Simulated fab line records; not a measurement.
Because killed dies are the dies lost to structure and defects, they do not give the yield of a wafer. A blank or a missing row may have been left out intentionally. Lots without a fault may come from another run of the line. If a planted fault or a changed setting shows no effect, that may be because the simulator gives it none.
fab line records    flow berkeleyCmos170    part 1 of 2: steps 1 to 29 of 40
record lots=5  wafers=15  lastDay=12
route steps=331 shown START@1 ZERO@6 NWELL@14 PWELL@34
lots with no fault: from the same line, run without faults
startH: the number of hours between the record's first day and the start of the first shown wafer of the lot    waitH: time in hours since the lot's previous step    " identical to the entry in the row above    L1.1+2: one row covering several wafers at once    - no value, or no start was given    * or withheld: withheld    < > ~ a bound
route shown NAME@n: a module of which the file shows steps, and the number in the route of the first    usual: mean and standard deviation over wafers with no fault    same: alike in all rows    chamber/n: place in a boat    sites: the reading at each site    _std_site: how widely they spread, as a standard deviation    _edge_site: outer sites' mean less inner sites'    radiusMm: how far each site lies from the wafer's centre    mask NAME#n: copy n    behind: the most recent tool/chamber to have shaped the wafer    hold: reason for holding the lot/hours on hold/outcome of the hold    device: names the non-switching transistor (n, p or np)    end of line: tests of these same wafers at the route's end    step lacking rows: just its recipe    killed: dies lost to structure and defects at the first sort, not the wafer's yield    map: a wafer's dies, marking killed ones x, the rest . and places with no die _
set.NAME: setting as actually run; set.NAME@STEP: the setting as run at that earlier step    model.NAME: the simulator's own value behind a step, which no gauge read
a table for each step, a row for each wafer; lots at some steps of the route
services: a tool's chamber out of use, with start hour (startH, from the record's first day; less than 0 if before it), hours out, and reason
## steps
# step UCB170_START_BOW_MEAS_00
# recipe mode=bow
# usual INCOMING_BOW=0/6.3
lot.wafer  tool          chamber  startH  waitH  INCOMING_BOW[um]
L077.3     filmMetro-01  -        25.04   -      -12
L077.5     "             -        "       "      -4
L077.6     "             -        "       "      2
L079.2     filmMetro-04  -        35.02   -      -1
L079.3     "             -        "       "      2
L079.4     "             -        "       "      -6
L085.2     filmMetro-04  -        65.02   -      -1
L085.3     "             -        "       "      1
L085.5     "             -        "       "      -1
L087.1     filmMetro-04  -        75.00   -      -7
L087.3     "             -        "       "      1
L087.4     "             -        "       "      1
L092.1     filmMetro-04  -        100.00  -      -2
L092.2     "             -        "       "      -5
L092.3     "             -        "       "      1
# step UCB170_START_CLEAN_01
# recipe chemistry=dHF  dilution=25:1  timeS=60
lot.wafer   tool         chamber  startH  waitH
L077.3+5+6  wetBench-03  3        25.12   0.1
L079.2+3+4  wetBench-03  3        35.19   0.2
L085.2+3+5  wetBench-04  0        65.12   0.1
L087.1+3+4  wetBench-02  3        75.12   0.1
L092.1+2+3  wetBench-02  3        100.12  0.1
# step UCB170_START_OXIDATION_02
# recipe tempC=950  ambient=O2  targetThkA=200  oxTimeS=1800
# usual spikeTcSourceC=975/3.3  zonePowerCentrePct=42.6/1  zonePowerLoadPct=31.8/1.6
# same oxTimeS=1800
lot.wafer  tool        chamber  startH  waitH  spikeTcSourceC  zonePowerCentrePct  zonePowerLoadPct
L077.3     furnace-01  0        28.99   3.8    979             43.6                29.3
L077.5     "           0        "       "      977             43.8                29.4
L077.6     "           0        "       "      977             43.2                29.1
L079.2     furnace-04  0        35.55   0.3    976             41.6                33.2
L079.3     "           0        "       "      976             41.8                33.1
L079.4     "           0        "       "      974             41.4                32.6
L085.2     furnace-02  0        65.18   0.0    970             43.0                33.0
L085.3     "           0        "       "      970             42.4                33.2
L085.5     "           0        "       "      969             42.3                32.5
L087.1     furnace-01  0        80.54   5.4    979             43.8                29.4
L087.3     "           0        "       "      979             44.0                29.2
L087.4     "           0        "       "      980             43.8                29.4
L092.1     furnace-04  0        105.93  5.8    976             41.6                32.6
L092.2     "           0        "       "      975             41.3                32.5
L092.3     "           0        "       "      976             41.3                32.8
# step UCB170_START_THK_MEAS_03
# recipe reads=SiO2_of_START_OXIDATION_02
# usual START_OXIDE_THK=19.9/0.46
lot.wafer  tool          chamber  startH  waitH  START_OXIDE_THK[nm]
L077.3     filmMetro-01  -        30.51   0.0    19.6
L077.5     "             -        "       "      19.3
L077.6     "             -        "       "      19.2
L079.2     filmMetro-03  -        37.06   0.0    20.0
L079.3     "             -        "       "      19.9
L079.4     "             -        "       "      20.1
L085.2     filmMetro-03  -        66.69   0.0    20.0
L085.3     "             -        "       "      20.4
L085.5     "             -        "       "      20.3
L087.1     filmMetro-03  -        82.04   0.0    20.4
L087.3     "             -        "       "      20.1
L087.4     "             -        "       "      20.1
L092.1     filmMetro-01  -        107.43  0.0    19.4
L092.2     "             -        "       "      19.0
L092.3     "             -        "       "      19.2
# step UCB170_START_ANNEAL_04
# recipe tempC=950  timeS=1200  ambient=N2
# usual spikeTcSourceC=975/3.1  zonePowerCentrePct=42.5/0.98  zonePowerLoadPct=32.0/1.5
lot.wafer  tool        chamber  startH  waitH  spikeTcSourceC  zonePowerCentrePct  zonePowerLoadPct
L077.3     furnace-02  0        34.79   4.3    970             43.2                33.3
L077.5     "           0        "       "      971             43.2                33.2
L077.6     "           0        "       "      971             42.9                32.3
L079.2     furnace-04  0        43.86   6.8    977             40.8                32.9
L079.3     "           0        "       "      975             41.1                32.6
L079.4     "           0        "       "      975             41.9                32.1
L085.2     furnace-04  0        72.05   5.3    974             41.6                33.0
L085.3     "           0        "       "      976             41.5                32.9
L085.5     "           0        "       "      976             42.0                32.5
L087.1     furnace-04  0        87.56   5.5    976             42.2                32.5
L087.3     "           0        "       "      974             42.0                33.1
L087.4     "           0        "       "      975             41.8                32.9
L092.1     furnace-02  0        113.20  5.8    971             43.4                32.7
L092.2     "           0        "       "      971             43.0                33.0
L092.3     "           0        "       "      971             43.0                33.2
# step UCB170_ZERO_HMDS_00
# recipe primeTimeS=60  primeTempC=100
lot.wafer   tool           chamber  startH  waitH
L077.3+5+6  lithoTrack-04  0        36.17   0.1
L079.2+3+4  lithoTrack-01  0        45.22   0.0
L085.2+3+5  lithoTrack-02  0        73.50   0.1
L087.1+3+4  lithoTrack-04  0        88.90   0.0
L092.1+2+3  lithoTrack-01  0        114.80  0.3
# step UCB170_ZERO_COAT_01
# recipe resist=KrF  spinRpm=1500  resistThkNm=900
lot.wafer   tool           chamber  startH  waitH
L077.3+5+6  lithoTrack-04  0        36.32   0.1
L079.2+3+4  lithoTrack-01  0        45.37   0.1
L085.2+3+5  lithoTrack-02  0        73.65   0.1
L087.1+3+4  lithoTrack-04  0        89.05   0.1
L092.1+2+3  lithoTrack-01  0        114.95  0.1
# step UCB170_ZERO_SOFTBAKE_02
# recipe resist=KrF  tempC=130  timeS=60
lot.wafer   tool           chamber  startH  waitH
L077.3+5+6  lithoTrack-04  0        36.47   0.1
L079.2+3+4  lithoTrack-01  0        45.52   0.1
L085.2+3+5  lithoTrack-02  0        73.80   0.1
L087.1+3+4  lithoTrack-04  0        89.20   0.1
L092.1+2+3  lithoTrack-01  0        115.10  0.1
# step UCB170_ZERO_EXPOSE_03
# recipe maskId=PM_MARKS  na=0.5  sigmaOuter=0.6  sourceShape=conventional  targetCdNm=4000  doseMj=30
lot.wafer   tool           chamber  startH  waitH  mask
L077.3+5+6  krfScanner-01  0        36.73   0.2    PM_MARKS#0
L079.2+3+4  krfScanner-02  0        46.00   0.5    PM_MARKS#0
L085.2+3+5  krfScanner-01  0        74.09   0.3    PM_MARKS#0
L087.1+3+4  krfScanner-01  0        89.35   0.1    PM_MARKS#0
L092.1+2+3  krfScanner-02  0        115.52  0.4    PM_MARKS#0
# step UCB170_ZERO_PEB_04
# recipe pebTempC=130  pebTimeS=withheld  resist=KrF
lot.wafer   tool           chamber  startH  waitH
L077.3+5+6  lithoTrack-04  0        36.86   0.1
L079.2+3+4  lithoTrack-04  0        46.12   0.1
L085.2+3+5  lithoTrack-01  0        74.34   0.2
L087.1+3+4  lithoTrack-02  0        89.46   0.1
L092.1+2+3  lithoTrack-04  0        116.00  0.5
# step UCB170_ZERO_DEVELOP_05
# recipe developer=TMAH  developTimeS=45  resist=KrF  devTempC=21
lot.wafer   tool           chamber  startH  waitH
L077.3+5+6  lithoTrack-04  0        -       -
L079.2+3+4  lithoTrack-04  0        -       -
L085.2+3+5  lithoTrack-01  0        -       -
L087.1+3+4  lithoTrack-02  0        -       -
L092.1+2+3  lithoTrack-04  0        -       -
# step UCB170_ZERO_ETCH_06
# recipe chemistry=CHF3/CF4/Ar  target=SiO2  timeS=12  pressureMtorr=100  rfW=500  CHF3_flow_sccm=50  cf4FlowSccm=10  Ar_flow_sccm=120  overEtchFrac=1.58
# usual drypumpMotorCurrentA=5.4/0.38  oesProductAu=0.616/0.01  throttleValvePct=9.27/0.15
lot.wafer  tool        chamber  startH  waitH  drypumpMotorCurrentA  oesProductAu  rfHoursCounterH  throttleValvePct
L077.3     rieDiel-01  0        37.09   -      5.3                   0.616         121              9.35
L077.5     "           0        "       "      5.3                   0.610         -                9.36
L077.6     "           1        "       "      5.5                   0.609         -                9.54
L079.2     rieDiel-01  1        46.37   -      5.5                   0.607         118              9.54
L079.3     "           0        "       "      5.3                   0.620         121              9.35
L079.4     "           3        "       "      5.3                   0.630         -                9.31
L085.2     rieDiel-04  0        74.59   -      5.2                   0.626         101              9.42
L085.3     "           2        "       "      4.9                   0.603         12               9.34
L085.5     "           3        "       "      5.5                   0.607         -                9.21
L087.1     rieDiel-01  0        89.74   -      5.3                   0.608         123              9.35
L087.3     "           3        "       "      5.3                   0.622         126              9.31
L087.4     "           0        "       "      5.3                   0.617         -                9.35
L092.1     rieDiel-01  0        116.28  -      5.3                   0.607         124              9.35
L092.2     "           3        "       "      5.3                   0.628         127              9.31
L092.3     "           1        "       "      5.4                   0.615         120              9.54
# step UCB170_ZERO_STRIP_07
# recipe chemistry=O2  powerW=400  pressureMtorr=3500  platenTempC=withheld  o2FlowSccm=400  overashFraction=0.5
# usual drypumpMotorCurrentA=5.6/0.35  oesProductAu=0.728/0.004  stripTimeToEndpointS=21.49/0.061
lot.wafer  tool            chamber  startH  waitH  drypumpMotorCurrentA  oesProductAu  rfHoursCounterH  stripTimeToEndpointS
L077.3     plasmaAsher-03  0        37.14   0.0    5.5                   0.726         -                21.46
L077.5     "               1        "       "      6.1                   0.728         -                21.47
L077.6     "               0        "       "      5.5                   0.723         -                21.43
L079.2     plasmaAsher-04  1        46.40   0.0    5.1                   0.726         32               21.57
L079.3     "               1        "       "      5.1                   0.728         -                21.48
L079.4     "               0        "       "      6.0                   0.720         -                21.42
L085.2     plasmaAsher-02  0        74.61   0.0    5.6                   0.730         26               21.39
L085.3     "               1        "       "      5.4                   0.726         -                21.41
L085.5     "               0        "       "      5.5                   0.734         -                21.45
L087.1     plasmaAsher-02  0        89.76   0.0    5.6                   0.721         27               21.51
L087.3     "               1        "       "      5.5                   0.724         -                21.52
L087.4     "               0        "       "      5.6                   0.724         -                21.42
L092.1     plasmaAsher-04  1        116.30  0.0    5.1                   0.732         39               21.43
L092.2     "               0        "       "      6.0                   0.726         39               21.51
L092.3     "               1        "       "      5.1                   0.729         -                21.50
# step UCB170_NWELL_WET_ETCH_00
# recipe chemistry=dHF  dilution=25:1  target=SiO2  tempC=25  timeS=200
lot.wafer   tool         chamber  startH  waitH
L077.3+5+6  wetBench-02  2        37.21   0.0
L079.2+3+4  wetBench-01  3        46.50   0.1
L085.2+3+5  wetBench-02  0        74.77   0.1
L087.1+3+4  wetBench-01  3        89.86   0.1
L092.1+2+3  wetBench-03  3        116.84  0.5
# step UCB170_NWELL_OXIDATION_01
# recipe tempC=1000  ambient=O2  targetThkA=264  oxTimeS=1260
# usual spikeTcSourceC=1026/3.4  zonePowerCentrePct=45.3/1  zonePowerLoadPct=35.8/1.7
# same oxTimeS=1260
lot.wafer  tool        chamber  startH  waitH  spikeTcSourceC  zonePowerCentrePct  zonePowerLoadPct
L077.3     furnace-02  0        44.61   7.3    1022            46.4                36.6
L077.5     "           0        "       "      1022            46.0                36.3
L077.6     "           0        "       "      1020            45.1                36.7
L079.2     furnace-01  0        52.81   6.3    1030            46.5                33.1
L079.3     "           0        "       "      1027            46.3                32.8
L079.4     "           0        "       "      1030            46.7                32.4
L085.2     furnace-04  0        80.46   5.6    1024            44.2                36.8
L085.3     "           0        "       "      1029            45.0                36.6
L085.5     "           0        "       "      1026            45.1                36.7
L087.1     furnace-04  0        90.56   0.6    1026            44.7                36.8
L087.3     "           0        "       "      1027            44.6                36.5
L087.4     "           0        "       "      1024            45.0                37.0
L092.1     furnace-01  0        119.68  2.8    1030            47.0                33.4
L092.2     "           0        "       "      1029            46.9                33.3
L092.3     "           0        "       "      1029            46.7                32.4
# step UCB170_NWELL_THK_MEAS_02
# recipe reads=SiO2_of_NWELL_OXIDATION_01
# usual NWELL_OXIDE_THK=26.2/0.45
lot.wafer  tool          chamber  startH  waitH  NWELL_OXIDE_THK[nm]
L077.3     filmMetro-02  -        45.99   0.0    26.2
L077.5     "             -        "       "      26.1
L077.6     "             -        "       "      26.2
L079.2     filmMetro-03  -        54.17   0.0    26.1
L079.3     "             -        "       "      26.6
L079.4     "             -        "       "      26.4
L085.2     filmMetro-04  -        81.84   0.0    26.1
L085.3     "             -        "       "      26.3
L085.5     "             -        "       "      25.9
L087.1     filmMetro-02  -        91.91   0.0    25.6
L087.3     "             -        "       "      26.2
L087.4     "             -        "       "      25.9
L092.1     filmMetro-02  -        121.03  0.0    25.2
L092.2     "             -        "       "      25.3
L092.3     "             -        "       "      24.9
# step UCB170_NWELL_ANNEAL_03
# recipe tempC=1000  timeS=900  ambient=N2
# usual spikeTcSourceC=1025/3.4  zonePowerCentrePct=45.4/1  zonePowerLoadPct=36.0/1.6
lot.wafer  tool        chamber  startH  waitH  spikeTcSourceC  zonePowerCentrePct  zonePowerLoadPct
L077.3     furnace-01  0        51.56   5.6    1030            45.5                32.6
L077.5     "           0        "       "      1030            46.9                33.3
L077.6     "           0        "       "      1028            47.1                32.9
L079.2     furnace-01  0        57.33   3.1    1029            46.4                32.8
L079.3     "           0        "       "      1030            47.2                32.7
L079.4     "           0        "       "      1030            46.2                32.8
L085.2     furnace-01  0        87.23   5.4    1028            47.0                32.5
L085.3     "           0        "       "      1029            45.3                32.8
L085.5     "           0        "       "      1030            46.4                33.3
L087.1     furnace-02  0        96.92   5.0    1020            46.5                36.5
L087.3     "           0        "       "      1021            46.4                36.8
L087.4     "           0        "       "      1022            45.0                37.6
L092.1     furnace-02  0        125.38  4.3    1022            45.9                36.5
L092.2     "           0        "       "      1021            45.2                36.7
L092.3     "           0        "       "      1021            46.0                36.8
# step UCB170_NWELL_CVD_04
# recipe material=Si3N4  targetThkNm=224  tempC=800  precursor=SiH2Cl2/NH3  timeS=3360  pressureMtorr=200  sih2cl2FlowSccm=25  nh3FlowSccm=75
# usual spikeTcSourceC=824.4/2.8  zonePowerCentrePct=37/3.3  zonePowerLoadPct=21.2/0.52
lot.wafer  tool      chamber  startH  waitH  spikeTcSourceC  zonePowerCentrePct  zonePowerLoadPct
L077.3     lpcvd-01  0        52.81   0.0    826.6           39                  20.8
L077.5     "         0        "       "      826.6           39                  20.8
L077.6     "         0        "       "      825.9           39                  20.7
L079.2     lpcvd-01  0        58.73   0.1    827.8           39                  21.0
L079.3     "         0        "       "      826.3           39                  21.5
L079.4     "         0        "       "      826.4           39                  21.3
L085.2     lpcvd-01  0        90.10   1.6    823.9           39                  21.2
L085.3     "         0        "       "      826.5           38                  21.2
L085.5     "         0        "       "      827.2           40                  21.2
L087.1     lpcvd-01  0        98.17   0.0    826.8           39                  21.1
L087.3     "         0        "       "      827.0           39                  20.7
L087.4     "         0        "       "      827.7           39                  21.3
L092.1     lpcvd-01  1        126.63  0.0    825.4           38                  22.0
L092.2     "         1        "       "      823.5           39                  21.8
L092.3     "         1        "       "      825.6           39                  22.1
# step UCB170_NWELL_THK_MEAS_05
# recipe reads=Si3N4_of_NWELL_CVD_04
# usual NWELL_NITRIDE_THK=223.8/1.9
lot.wafer  tool          chamber  startH  waitH  NWELL_NITRIDE_THK[nm]
L077.3     filmMetro-02  -        54.76   0.0    224.3
L077.5     "             -        "       "      223.3
L077.6     "             -        "       "      224.0
L079.2     filmMetro-03  -        60.67   0.0    224.2
L079.3     "             -        "       "      225.1
L079.4     "             -        "       "      224.7
L085.2     filmMetro-04  -        93.01   0.0    226.9
L085.3     "             -        "       "      225.6
L085.5     "             -        "       "      225.6
L087.1     filmMetro-03  -        100.10  0.0    224.8
L087.3     "             -        "       "      224.9
L087.4     "             -        "       "      223.1
L092.1     filmMetro-03  -        128.57  0.0    223.4
L092.2     "             -        "       "      224.3
L092.3     "             -        "       "      224.1
# step UCB170_NWELL_HMDS_06
# recipe primeTimeS=60  primeTempC=100
lot.wafer   tool           chamber  startH  waitH
L077.3+5+6  lithoTrack-02  0        54.95   0.2
L079.2+3+4  lithoTrack-01  0        60.93   0.3
L085.2+3+5  lithoTrack-01  0        93.09   0.1
L087.1+3+4  lithoTrack-01  0        100.16  0.1
L092.1+2+3  lithoTrack-01  0        129.47  0.9
# step UCB170_NWELL_COAT_07
# recipe resist=KrF  spinRpm=1500  resistThkNm=900
lot.wafer   tool           chamber  startH  waitH
L077.3+5+6  lithoTrack-02  0        55.10   0.1
L079.2+3+4  lithoTrack-01  0        61.08   0.1
L085.2+3+5  lithoTrack-01  0        93.24   0.1
L087.1+3+4  lithoTrack-01  0        100.31  0.1
L092.1+2+3  lithoTrack-01  0        129.62  0.1
# step UCB170_NWELL_SOFTBAKE_08
# recipe resist=KrF  tempC=130  timeS=60
lot.wafer   tool           chamber  startH  waitH
L077.3+5+6  lithoTrack-02  0        55.25   0.1
L079.2+3+4  lithoTrack-01  0        61.23   0.1
L085.2+3+5  lithoTrack-01  0        93.39   0.1
L087.1+3+4  lithoTrack-01  0        100.46  0.1
L092.1+2+3  lithoTrack-01  0        129.77  0.1
# step UCB170_NWELL_EXPOSE_09
# recipe maskId=NWELL  targetCdNm=3000  na=0.5  sigmaOuter=0.6  sourceShape=conventional  doseMj=25
lot.wafer   tool           chamber  startH  waitH  mask
L077.3+5+6  krfScanner-02  0        55.42   0.1    NWELL#0
L079.2+3+4  krfScanner-01  0        61.62   0.4    NWELL#0
L085.2+3+5  krfScanner-01  0        93.77   0.4    NWELL#0
L087.1+3+4  krfScanner-02  0        100.85  0.4    NWELL#0
L092.1+2+3  krfScanner-02  0        -       -      NWELL#0
# step UCB170_NWELL_PEB_10
# recipe pebTempC=130  pebTimeS=withheld  resist=KrF
lot.wafer   tool           chamber  startH  waitH
L077.3+5+6  lithoTrack-02  0        55.68   0.2
L079.2+3+4  lithoTrack-03  0        61.83   0.2
L085.2+3+5  lithoTrack-02  0        93.90   0.1
L087.1+3+4  lithoTrack-01  0        101.00  0.1
L092.1+2+3  lithoTrack-02  0        -       -
# step UCB170_NWELL_DEVELOP_11
# recipe developer=TMAH  developTimeS=45  resist=KrF  devTempC=21
lot.wafer   tool           chamber  startH  waitH
L077.3+5+6  lithoTrack-02  0        -       -
L079.2+3+4  lithoTrack-03  0        -       -
L085.2+3+5  lithoTrack-02  0        -       -
L087.1+3+4  lithoTrack-01  0        -       -
L092.1+2+3  lithoTrack-02  0        -       -
# step UCB170_NWELL_OVL_MEAS_12
# usual NWELL_OVL=4/6.1
lot.wafer  tool        chamber  startH  waitH  NWELL_OVL[nm]
L077.3     overlay-01  -        55.91   -      0
L077.5     "           -        "       "      5
L077.6     "           -        "       "      -2
L079.2     overlay-02  -        62.09   -      7
L079.3     "           -        "       "      15
L079.4     "           -        "       "      7
L085.2     overlay-01  -        94.15   -      7
L085.3     "           -        "       "      18
L085.5     "           -        "       "      0
L087.1     overlay-01  -        101.28  -      1
L087.3     "           -        "       "      1
L087.4     "           -        "       "      -2
L092.1     overlay-01  -        131.55  -      -1
L092.2     "           -        "       "      -3
L092.3     "           -        "       "      -4
# step UCB170_NWELL_ETCH_13
# recipe chemistry=CH3F/Ar/O2  target=Si3N4  stopOn=SiO2  CH3F_flow_sccm=20  Ar_flow_sccm=50  O2_flow_sccm=7  pressureMtorr=50  rfW=450  targetDepthA=2464  overEtchFrac=0.1  timeS=154
# usual CH3F_flow_sccm=20.00/0.062  drypumpMotorCurrentA=5.3/0.4  oesProductAu=0.940/0.013  throttleValvePct=8.05/0.17
lot.wafer  tool        chamber  startH  waitH  CH3F_flow_sccm  drypumpMotorCurrentA  oesProductAu  rfHoursCounterH  throttleValvePct
L077.3     rieDiel-01  0        55.94   0.0    19.96           5.3                   0.930         122              8.17
L077.5     "           3        "       "      20.01           5.3                   0.945         -                8.13
L077.6     "           0        "       "      20.02           5.3                   0.919         -                8.16
L079.2     rieDiel-03  1        62.12   0.0    19.91           6.0                   0.952         167              7.88
L079.3     "           2        "       "      19.92           5.0                   0.934         102              7.80
L079.4     "           3        "       "      20.02           6.2                   0.942         39               7.96
L085.2     rieDiel-01  0        94.18   0.0    20.08           5.3                   0.940         123              8.16
L085.3     "           2        "       "      20.07           4.9                   0.949         1                8.14
L085.5     "           0        "       "      20.04           5.3                   0.930         -                8.16
L087.1     rieDiel-03  0        101.31  0.0    20.07           5.3                   0.956         118              8.09
L087.3     "           2        "       "      19.86           5.0                   0.941         104              7.80
L087.4     "           3        "       "      19.93           6.2                   0.947         -                7.97
L092.1     rieDiel-02  2        131.59  0.0    19.97           5.4                   0.949         44               8.05
L092.2     "           3        "       "      20.03           5.0                   0.941         90               7.97
L092.3     "           0        "       "      20.02           4.9                   0.954         33               7.76
# step UCB170_NWELL_IMPLANT_14
# recipe species=P  doseCm2=1e+13  energyKev=150  tiltDeg=7
lot.wafer   tool          chamber  startH  waitH
L077.3+5+6  implanter-02  0        56.09   0.1
L079.2+3+4  implanter-02  0        62.24   0.1
L085.2+3+5  implanter-02  0        94.31   0.1
L087.1+3+4  implanter-01  0        101.42  0.1
L092.1+2+3  implanter-02  0        131.69  0.1
# step UCB170_NWELL_STRIP_15
# recipe chemistry=O2  powerW=400  pressureMtorr=3500  platenTempC=withheld  o2FlowSccm=400  overashFraction=0.5
# usual drypumpMotorCurrentA=5.6/0.4  oesProductAu=0.721/0.0041  stripTimeToEndpointS=18.03/0.091
lot.wafer  tool            chamber  startH  waitH  drypumpMotorCurrentA  oesProductAu  rfHoursCounterH  stripTimeToEndpointS
L077.3     plasmaAsher-01  1        56.22   0.1    5.0                   0.724         -                17.88
L077.5     "               1        "       "      5.0                   0.725         -                17.88
L077.6     "               0        "       "      5.6                   0.719         -                17.88
L079.2     plasmaAsher-03  1        62.37   0.1    6.1                   0.716         32               18.15
L079.3     "               0        "       "      5.5                   0.715         -                18.07
L079.4     "               1        "       "      6.1                   0.712         -                18.11
L085.2     plasmaAsher-03  0        94.43   0.1    5.5                   0.719         35               18.13
L085.3     "               1        "       "      6.1                   0.725         -                18.13
L085.5     "               0        "       "      5.5                   0.718         -                18.14
L087.1     plasmaAsher-03  0        101.57  0.1    5.5                   0.719         36               18.13
L087.3     "               0        "       "      5.4                   0.715         -                18.01
L087.4     "               1        "       "      6.1                   0.718         -                18.01
L092.1     plasmaAsher-04  1        131.84  0.1    5.1                   0.718         42               18.05
L092.2     "               0        "       "      6.0                   0.719         42               18.08
L092.3     "               0        "       "      6.0                   0.723         -                18.09
